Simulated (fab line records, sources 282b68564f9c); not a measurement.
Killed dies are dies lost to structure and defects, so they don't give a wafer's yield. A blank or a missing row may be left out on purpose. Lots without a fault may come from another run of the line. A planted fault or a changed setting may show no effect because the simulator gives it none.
A struck lot beside a sound one | flow rit_cmos | 28 steps out of a route of 202
Sound: wafers L477.2, L477.3, L477.6. Struck: wafers L472.1, L472.5, L472.6. The cause comes at the end.
At each step with rows: each side's tool, then ch and its chambers, then its first start. Under that, the readings that differ: sound wafers | struck wafers | difference of the means | sigmas: that difference in standard deviations of wafers without a fault.
alike: readings whose means differ by less than 2 such deviations, and words and numbers that are the same on both sides. not compared: withheld readings, readings that some wafer has no value for, bounds like >300 that may hide the same value, and numbers for which the record gives no deviation and whose values overlap.
The two part at a step that has a row with sigmas, a row that says differs or no value, or rows on one side only. Numbers that don't overlap but have no deviation are shown without sigmas and don't part them. A reading that every wafer of one side lacks parts them only if that side has two wafers or more.

RIT_ACTIVE_BOW_MEAS_00:
  sound on film_metro-04, day 4 13:01; struck on film_metro-02, day 3 12:00
  alike: INCOMING_BOW
RIT_ACTIVE_OXIDATION_01: target thk 46.8 nm, ox time 3360 s.
  sound on furnace-02 ch 0, day 4 13:41; struck on furnace-04 ch 0, day 3 12:35
  reading                                       | sound                | struck               | difference | sigmas
  spike_tc_centre_C (C)                         | 1001.5 1002.4 1001.8 | 1016.8 1017.5 1015.6 | +14.7      | +15
  spike_tc_load_C (C)                           | 1031.0 1031.7 1031.9 | 1043.7 1043.5 1045.5 | +12.7      | +10
  spike_tc_source_C (C)                         | 1020.4 1023.4 1022.0 | 1038.5 1040.0 1037.5 | +16.7      | +12
  tube_center_temp_C (C)                        | 1000 1000.2 1000     | 1014.9 1015.1 1015   | +14.9      | +99 or more
  tube_center_temp_C_max                        | 1004.0 1002.6 1002.0 | 1017.2 1017.8 1017.0 | +14.5      | +33
  zone_power_source_pct (%)                     | 33.5 33.4 32.8       | 35.3 35.6 36.1       | +2.4       | +5
  model.SiO2_of_ACTIVE_OXIDATION_01.thk_nm (nm) | 44.96 45.88 45.88    | 55.24 55.79 55.91    | +10.07     |
  alike: zone_power_load_pct
RIT_ACTIVE_THK_MEAS_02:
  sound on film_metro-02, day 4 15:38; struck on film_metro-02, day 3 14:31
  reading               | sound          | struck         | difference | sigmas
  ACTIVE_OXIDE_THK (nm) | 45.0 45.9 45.9 | 55.1 55.8 56.0 | +10.0      | +11
then, 1 step without rows for these wafers: RIT_ACTIVE_CVD_03 (deposits Si3N4 from SiH2Cl2/NH3, target thk 150 nm, time 1500 s).
RIT_ACTIVE_THK_MEAS_04:
  sound on film_metro-04, day 4 17:07; struck on film_metro-01, day 3 15:59
  alike: ACTIVE_NITRIDE_THK
then, 6 steps without rows for these wafers: RIT_ACTIVE_HMDS_05 (prime time 60 s); RIT_ACTIVE_COAT_06 (resist thk 995 nm); RIT_ACTIVE_SOFTBAKE_07 (time 60 s); RIT_ACTIVE_EXPOSE_08 (exposes mask M1, target cd 1400 nm); RIT_ACTIVE_PEB_09; RIT_ACTIVE_DEVELOP_10 (develop time 50 s).
RIT_ACTIVE_CD_MEAS_11: target cd 1400 nm.
  sound on cd_sem-01, day 4 18:24; struck on cd_sem-01, day 3 16:56
  alike: cd_nm
then, 1 step without rows for these wafers: RIT_ACTIVE_HARDBAKE_12 (time 60 s).
RIT_ACTIVE_ETCH_13: etches Si3N4 in SF6, stops on SiO2, time 210 s, target depth 210 nm.
  sound on rie_diel-04 ch 2,3, day 4 18:39; struck on rie_diel-04 ch 1,2, day 3 17:12
  alike: drypump_motor_current_A, oes_product_au, throttle_valve_pct
  not compared: rf_hours_counter_h
RIT_ACTIVE_STRIP_14: strips in O2, time 180 s.
  sound on plasma_asher-03 ch 0,1, day 4 18:47; struck on plasma_asher-01 ch 0,1, day 3 17:20
  alike: drypump_motor_current_A
  not compared: rf_hours_counter_h
RIT_ACTIVE_CD_MEAS_90: target cd 1400 nm.
  sound on cd_sem-01, day 4 18:59; struck on cd_sem-01, day 3 17:31
  alike: cd_nm
then, 4 steps without rows for these wafers: RIT_ACTIVE_CLEAN_15 (cleans in SC1, time 589 s); RIT_ACTIVE_CLEAN_16 (cleans in dHF, time 30 s); RIT_ACTIVE_CLEAN_17 (cleans in SC2, time 600 s); RIT_FOX1_OXIDATION_00 (target thk 350.7 nm, ox time 1130 s).
RIT_FOX1_THK_MEAS_01:
  sound on film_metro-03, day 4 21:50; struck on film_metro-02, day 3 19:59
  alike: FOX1_OXIDE_THK
then, 2 steps without rows for these wafers: RIT_FOX1_WET_ETCH_02 (etches SiO2 in BOE, target depth 350 nm, time 390 s); RIT_FOX2_OXIDATION_00 (target thk 350.7 nm, ox time 1130 s).
RIT_FOX2_THK_MEAS_01:
  sound on film_metro-03, day 4 23:20; struck on film_metro-02, day 3 22:29
  alike: FOX2_OXIDE_THK
then, 1 step without rows for these wafers: RIT_FOX2_CLEAN_02 (cleans in dHF, time 180 s).
RIT_FOX2_WET_ETCH_03: etches Si3N4 in H3PO4, target depth 195 nm, time 2700 s.
  sound on wet_bench-04 ch 1, day 4 23:26; struck on wet_bench-02 ch 2, day 3 22:37
  reading                                       | sound             | struck            | difference | sigmas
  model.SiO2_of_ACTIVE_OXIDATION_01.thk_nm (nm) | 38.45 40.73 39.29 | 47.62 49.65 48.26 | +9.02      |
RIT_FOX2_THK_MEAS_90:
  sound on film_metro-03, day 5 00:13; struck on film_metro-02, day 3 23:26
  alike: FIELD_OXIDE_LEFT_1_THK
RIT_M1_PROBE_99:
  sound on prober-02, day 7 01:34; struck on prober-02, day 5 20:42
  reading                             | sound             | struck            | difference | sigmas
  model.etest.nldd.width_nm (nm)      | 3215 3193 3193    | 3098 3079 3074    | -117       |
  model.etest.pldd.width_nm (nm)      | 3201 3199 3173    | 3078 3057 3062    | -125       |
  model.etest.nplus_sal.width_nm (nm) | 3467 3470 3448    | 3399 3403 3413    | -57        |
  model.etest.pplus_sal.width_nm (nm) | 3475 3447 3466    | 3412 3383 3400    | -64        |
  model.etest.nmos_narrow.drive_ua_um | 242.8 242.4 241.9 | 202.6 201.5 200   | -41.0      |
  model.etest.pmos_narrow.drive_ua_um | 104.9 108.5 106.1 | 93.56 94.77 95.51 | -11.89     |
  alike: killed_at_M0_to_M3, killed_at_contacts, killed_at_front_end, killed_dies, killed_open, killed_short

WHERE THEY PART
First at RIT_ACTIVE_OXIDATION_01; last, within this record, at RIT_ACTIVE_THK_MEAS_02. Later steps at which nothing parts them and some readings are alike: RIT_ACTIVE_THK_MEAS_04, RIT_ACTIVE_CD_MEAS_11, RIT_ACTIVE_ETCH_13, RIT_ACTIVE_STRIP_14, RIT_ACTIVE_CD_MEAS_90, RIT_FOX1_THK_MEAS_01, RIT_FOX2_THK_MEAS_01, RIT_FOX2_THK_MEAS_90, RIT_M1_PROBE_99.

WHY: what the simulator had put in
Process parameter drift: furnace-04, from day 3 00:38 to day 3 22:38, at RIT_ACTIVE_OXIDATION_01. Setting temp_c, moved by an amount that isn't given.
